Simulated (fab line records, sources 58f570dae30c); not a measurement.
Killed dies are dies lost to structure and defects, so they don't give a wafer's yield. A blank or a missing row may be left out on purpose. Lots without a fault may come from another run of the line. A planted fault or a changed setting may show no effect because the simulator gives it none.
One fault seen from 2 desks | flow berkeley_cmos170 | each desk has only its own numbers; what lay behind them comes last

THE TOOL OWNER'S DESK: rie_diel-02
The tool's own readings at UCB170_M1_ETCH_11 (etches BARC in N2/H2): means of the sampled wafers that have a number, for each lot that ran on this tool. A lot is out of limits, marked OUT, if its mean lies more than 4 standard deviations from the usual mean; the brackets give that distance.
Columns: A = drypump_motor_current_A at UCB170_M1_ETCH_11, usual 5.8 A; B = h2_flow_sccm at UCB170_M1_ETCH_11, usual 199.9 sccm; C = oes_product_au at UCB170_M1_ETCH_11, usual 1.006 a.u.; D = throttle_valve_pct at UCB170_M1_ETCH_11, usual 13.36 %
lot  | first seen here | A   | B     | C                | D
L943 | day 6 23:35     | 5.5 | 199.3 | 1.017            | 13.41
L944 | day 7 12:08     | 5.4 | 199.2 | 1.013            | 13.20
L948 | day 8 01:06     | 5.7 | 200.4 | 1.000            | 13.37
L951 | day 9 06:53     | 5.4 | 199.9 | 0.793 (-7.9) OUT | 13.20
L957 | day 10 12:44    | 5.4 | 199.8 | 0.794 (-7.9) OUT | 12.99
This desk's finding: out of limits on L951, L957; first on L951, day 9 06:53 (oes_product_au at UCB170_M1_ETCH_11). In limits: L943, L944, L948.

THE METROLOGY DESK
What the gauges read, lot by lot, whatever tool the lot ran on: means of the sampled wafers that have a number. A lot is out of limits, marked OUT, if its mean lies more than 4 standard deviations from the usual mean; the brackets give that distance.
Columns: A = V1_POLISHED_THK at UCB170_V1_THK_MEAS_04, usual 999.3 nm
lot  | first seen here | A
L943 | day 7 07:06     | 998.3
L946 | day 7 22:32     | 997.4
L944 | day 7 22:34     | 999.6
L947 | day 7 22:50     | 997.7
L945 | day 7 22:50     | 1000.8
L948 | day 8 06:23     | 1000.0
L949 | day 9 03:14     | 1000.3
L951 | day 9 10:55     | 999.3
L956 | day 10 08:59    | 999.4
L958 | day 10 19:48    | 999.9
L957 | day 10 20:05    | 999.0
L959 | day 11 02:41    | 1000.4
L961 | day 11 15:32    | 998.0
L963 | day 11 21:41    | 999.5
This desk's finding: nothing out of limits on any of the 14 lots.

PUT TOGETHER
The tool owner's desk could have raised an alarm at day 9 06:53, on L951, L957.
The metrology desk saw nothing out of limits.
The metrology desk has L951, L957 on record, within its limits.
Of the lots named, all ran UCB170_M1_ETCH_11 on rie_diel-02.

WHAT THE SIMULATOR HAD PUT IN
Process parameter drift: rie_diel-02, from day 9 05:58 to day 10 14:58, at UCB170_M1_ETCH_11. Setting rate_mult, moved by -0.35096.
Lots struck among those shown: L951, L957.
Hours from the fault's start to each desk's first reading out of limits: the tool owner's desk, 1.
